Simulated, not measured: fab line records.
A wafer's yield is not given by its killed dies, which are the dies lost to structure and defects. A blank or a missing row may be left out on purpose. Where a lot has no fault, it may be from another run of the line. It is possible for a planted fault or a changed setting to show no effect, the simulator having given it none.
fab line records	flow berkeley_cmos170	part 2 of 2: steps 28 to 41 of 41
record lots=5	wafers=15	last_day=13
route steps=331 shown NWELL@23 PWELL@34 WELLDRIVE@55 ACTIVE@60
lots that met no fault: from a run of the same line without faults
start_h: start of the lot's first displayed wafer, in hours after the record's first day	wait_h: how many hours have passed since the lot's step before this one	" repeats the value in the row above	L1.1+2: several wafers, shown together as one row	- no value present, or no start provided	* or withheld: withheld	< > ~ a bound
route shown NAME@n: names a module that has steps shown in the file, with the first one's number in the route	usual: mean and standard deviation over wafers with no fault	same: alike in all rows	chamber/n: place in a boat	sites: readings site by site	_std_site: the values' standard deviation	_edge_site: the outer-site mean with the inner-site mean subtracted	radius_mm: for every site, how far away it sits from the centre of the wafer	mask NAME#n: copy n	behind: the tool/chamber that last shaped the wafer	hold: why the lot went on hold/how many hours it stayed there/how the hold came to an end	device: which transistor (n, p or np) failed to switch	end of line: the same wafers' tests at the end of the route	a step with no rows: only its recipe	killed: count of dies lost to structure and defects at first sort (not the wafer's yield)	map: shows each die of a wafer: x if killed, . if not, _ if none is there
set.NAME: setting as actually run; set.NAME@STEP: the setting as run at that earlier step	model.NAME: the simulator's own value behind a step, which no gauge read
certain route steps with their lots: each step a table, each wafer a row
services: a tool's chamber out of use, with start hour (start_h, from the record's first day; less than 0 if before it), hours out, and reason
## steps
# step UCB170_PWELL_STRIP_16
# recipe chemistry=O2	power_w=400	pressure_mtorr=3500	platen_temp_c=withheld	o2_flow_sccm=400	overash_fraction=0.5
# usual drypump_motor_current_A=5.9/0.6	oes_product_au=0.721/0.0047	strip_time_to_endpoint_s=18.03/0.085
lot.wafer	tool	chamber	start_h	wait_h	drypump_motor_current_A	oes_product_au	rf_hours_counter_h	strip_time_to_endpoint_s
L080.1	plasma_asher-03	0	86.76	0.1	6.9	0.725	36	18.00
L080.4	"	1	"	"	6.4	0.725	-	17.98
L080.6	"	0	"	"	6.9	0.728	-	17.94
L082.2	plasma_asher-01	1	98.49	0.1	4.9	0.718	35	18.02
L082.3	"	0	"	"	6.2	0.726	-	17.97
L082.5	"	0	"	"	6.2	0.726	-	18.16
L092.1	plasma_asher-04	0	145.58	0.1	6.3	0.724	35	17.93
L092.2	"	1	"	"	5.3	0.717	35	18.05
L092.6	"	0	"	"	6.2	0.721	-	17.94
L091.1	plasma_asher-03	1	145.85	0.1	6.3	0.715	3	18.14
L091.2	"	0	"	"	6.8	0.725	3	18.11
L091.4	"	0	"	"	6.8	0.729	-	18.20
L095.1	plasma_asher-01	1	170.11	0.1	4.9	0.719	41	17.89
L095.5	"	0	"	"	6.2	0.722	-	17.85
L095.6	"	1	"	"	4.9	0.718	-	17.93
# step UCB170_PWELL_TW_MEAS_17
# usual PWELL_TW=381/3
lot.wafer	tool	chamber	start_h	wait_h	PWELL_TW
L080.1	film_metro-02	-	86.86	0.1	387
L080.4	"	-	"	"	386
L080.6	"	-	"	"	387
L082.2	film_metro-02	-	98.60	0.1	383
L082.3	"	-	"	"	381
L082.5	"	-	"	"	382
L092.1	film_metro-02	-	145.80	0.2	382
L092.2	"	-	"	"	383
L092.6	"	-	"	"	383
L091.1	film_metro-03	-	145.95	0.1	382
L091.2	"	-	"	"	382
L091.4	"	-	"	"	381
L095.1	film_metro-02	-	170.21	0.1	379
L095.5	"	-	"	"	382
L095.6	"	-	"	"	382
# step UCB170_PWELL_CLEAN_18
# recipe chemistry=SPM	temp_c=120	time_s=600
# same time_s=600
lot.wafer	tool	chamber	start_h	wait_h
L080.1+4+6	wet_bench-04	3	86.92	0.1
L082.2+3+5	wet_bench-04	2	102.88	4.3
L092.1+2+6	wet_bench-04	3	145.86	0.1
L091.1+2+4	wet_bench-04	2	146.04	0.1
L095.1+5+6	wet_bench-03	0	170.64	0.4
# step UCB170_PWELL_WET_ETCH_19
# recipe chemistry=H3PO4	target=Si3N4	temp_c=160	time_s=14400
# same time_s=14400
lot.wafer	tool	chamber	start_h	wait_h
L080.1+4+6	wet_bench-04	2	87.10	0.0
L082.2+3+5	wet_bench-02	1	103.66	0.6
L092.1+2+6	wet_bench-04	3	146.21	0.2
L091.1+2+4	wet_bench-02	3	146.71	0.5
L095.1+5+6	wet_bench-03	3	170.99	0.2
# step UCB170_PWELL_WET_ETCH_20
# recipe chemistry=BOE	dilution=5:1	target=SiO2	temp_c=25	time_s=22
# same time_s=22
lot.wafer	tool	chamber	start_h	wait_h
L080.1+4+6	wet_bench-02	2	91.10	0.0
L082.2+3+5	wet_bench-04	0	108.03	0.0
L091.1+2+4	wet_bench-02	1	151.29	0.6
L092.1+2+6	wet_bench-02	1	151.29	1.1
L095.1+5+6	wet_bench-03	2	175.18	0.2
# step UCB170_WELLDRIVE_CLEAN_00
# recipe chemistry=SPM	temp_c=120	time_s=600
# same time_s=600
lot.wafer	tool	chamber	start_h	wait_h
L080.1+4+6	wet_bench-03	2	91.12	0.0
L082.2+3+5	wet_bench-03	3	108.05	0.0
L091.1+2+4	wet_bench-04	1	154.87	3.6
L092.1+2+6	wet_bench-04	3	154.87	3.6
L095.1+5+6	wet_bench-03	3	175.21	0.0
# step UCB170_WELLDRIVE_OXIDATION_01
# recipe temp_c=1100	ambient=O2	target_thk_a=1990	ox_time_s=9341
# usual ox_temp_c=1099.9/0.57
lot.wafer	tool	chamber	start_h	wait_h	ox_temp_c
L080.1	furnace-02	0	96.63	5.3	1100.3
L080.4	"	0	"	"	1100.2
L080.6	"	0	"	"	1100.6
L082.2	furnace-02	0	109.66	1.4	1099.5
L082.3	"	0	"	"	1099.1
L082.5	"	0	"	"	1099.8
L091.1	furnace-04	0	157.47	2.4	1098.3
L091.2	"	0	"	"	1098.9
L091.4	"	0	"	"	1098.8
L092.1	furnace-04	0	157.47	2.4	1099.9
L092.2	"	0	"	"	1099.1
L092.6	"	0	"	"	1099.0
L095.1	furnace-04	0	179.23	3.8	1100.2
L095.5	"	0	"	"	1099.6
L095.6	"	0	"	"	1099.9
# step UCB170_WELLDRIVE_THK_MEAS_02
# recipe reads=SiO2_of_WELLDRIVE_OXIDATION_01
# usual WELLDRIVE_OXIDE_THK=204/4.4
lot.wafer	tool	chamber	start_h	wait_h	WELLDRIVE_OXIDE_THK[nm]
L080.1	film_metro-02	-	100.13	0.0	201
L080.4	"	-	"	"	201
L080.6	"	-	"	"	201
L082.2	film_metro-04	-	113.17	0.0	206
L082.3	"	-	"	"	201
L082.5	"	-	"	"	205
L091.1	film_metro-02	-	160.97	0.0	207
L091.2	"	-	"	"	210
L091.4	"	-	"	"	205
L092.1	film_metro-01	-	160.97	0.0	210
L092.2	"	-	"	"	210
L092.6	"	-	"	"	212
L095.1	film_metro-01	-	182.73	0.0	203
L095.5	"	-	"	"	202
L095.6	"	-	"	"	202
# step UCB170_WELLDRIVE_ANNEAL_03
# recipe temp_c=1100	time_s=900	ambient=N2
# same time_s=900
lot.wafer	tool	chamber	start_h	wait_h
L080.1+4+6	furnace-02	0	104.06	3.9
L082.2+3+5	furnace-02	0	117.51	4.3
L091.1+2+4	furnace-04	0	165.47	4.5
L092.1+2+6	furnace-04	0	165.47	4.5
L095.1+5+6	furnace-01	0	184.88	2.1
# step UCB170_WELLDRIVE_WET_ETCH_04
# recipe chemistry=BOE	dilution=5:1	target=SiO2	temp_c=25	time_s=120
# same time_s=120
lot.wafer	tool	chamber	start_h	wait_h
L080.1+4+6	wet_bench-03	3	106.83	1.5
L082.2+3+5	wet_bench-02	0	120.73	2.0
L091.1+2+4	wet_bench-04	0	166.78	0.1
L092.1+2+6	wet_bench-04	2	166.78	0.1
L095.1+5+6	wet_bench-03	1	186.18	0.1
# step UCB170_ACTIVE_CLEAN_00
# recipe chemistry=SPM	temp_c=120	time_s=600
# same time_s=600
lot.wafer	tool	chamber	start_h	wait_h
L080.1+4+6	wet_bench-03	0	106.89	0.0
L082.2+3+5	wet_bench-03	1	122.77	2.0
L091.1+2+4	wet_bench-04	2	166.83	0.0
L092.1+2+6	wet_bench-04	1	166.83	0.0
L095.1+5+6	wet_bench-03	3	186.23	0.0
# step UCB170_ACTIVE_CLEAN_01
# recipe chemistry=dHF	dilution=25:1	time_s=60
# same time_s=60
lot.wafer	tool	chamber	start_h	wait_h
L080.1+4+6	wet_bench-03	0	107.24	0.2
L082.2+3+5	wet_bench-03	1	123.14	0.2
L091.1+2+4	wet_bench-04	1	167.02	0.0
L092.1+2+6	wet_bench-04	0	167.02	0.0
L095.1+5+6	wet_bench-03	0	186.61	0.2
# step UCB170_ACTIVE_OXIDATION_02
# recipe temp_c=1000	ambient=O2	target_thk_a=264	ox_time_s=1260
# usual ox_temp_c=999.9/0.41
lot.wafer	tool	chamber	start_h	wait_h	ox_temp_c
L080.1	furnace-04	0	109.72	2.5	1000.2
L080.4	"	0	"	"	999.7
L080.6	"	0	"	"	999.4
L082.2	furnace-02	0	125.69	2.5	1000.0
L082.3	"	0	"	"	1000.4
L082.5	"	0	"	"	1000.0
L091.1	furnace-02	0	170.17	3.1	999.6
L091.2	"	0	"	"	1000.1
L091.4	"	0	"	"	1000.3
L092.1	furnace-02	0	170.17	3.1	1000.3
L092.2	"	0	"	"	999.7
L092.6	"	0	"	"	999.6
L095.1	furnace-02	0	190.24	3.6	999.2
L095.5	"	0	"	"	999.9
L095.6	"	0	"	"	999.6
# step UCB170_ACTIVE_THK_MEAS_03
# recipe reads=SiO2_of_ACTIVE_OXIDATION_02
# usual ACTIVE_OXIDE_THK=26.4/0.52
lot.wafer	tool	chamber	start_h	wait_h	ACTIVE_OXIDE_THK[nm]
L080.1	film_metro-03	-	111.07	0.0	26.3
L080.4	"	-	"	"	26.3
L080.6	"	-	"	"	26.6
L082.2	film_metro-03	-	127.05	0.0	25.7
L082.3	"	-	"	"	26.3
L082.5	"	-	"	"	26.1
L091.1	film_metro-01	-	171.52	0.0	25.9
L091.2	"	-	"	"	26.2
L091.4	"	-	"	"	26.2
L092.1	film_metro-03	-	171.52	0.0	26.5
L092.2	"	-	"	"	27.0
L092.6	"	-	"	"	26.8
L095.1	film_metro-01	-	191.59	0.0	26.1
L095.5	"	-	"	"	26.1
L095.6	"	-	"	"	26.0
## services
tool	chamber	start_h	hours	kind
krf_scanner-01	-	58.13	0.6	repair
krf_scanner-02	-	64.71	7.2	pm
implanter-04	-	69.48	2.7	pm
krf_scanner-02	-	71.91	1.3	pm
krf_scanner-01	-	73.21	1.3	pm
krf_scanner-01	-	80.39	11.6	pm
implanter-04	-	81.74	1.5	repair
implanter-02	-	83.76	2.1	pm
furnace-04	-	84.56	2.2	pm
rie_diel-04	1	84.82	8.3	repair
krf_scanner-02	-	93.35	0.7	repair
lpcvd-02	-	120.48	1.9	repair
krf_scanner-02	-	127.09	0.4	repair
wet_bench-03	-	134.20	36.4	pm
plasma_asher-01	-	134.24	14.6	pm
implanter-04	-	139.27	44.8	pm
krf_scanner-01	-	142.88	1.0	pm
krf_scanner-02	-	143.96	4.4	pm
implanter-02	-	147.26	4.5	repair
furnace-02	-	153.59	3.6	pm
wet_bench-04	-	170.23	1.9	pm
krf_scanner-02	-	171.09	1.0	pm
krf_scanner-01	-	174.26	0.2	repair
plasma_asher-02	-	180.40	4.5	repair
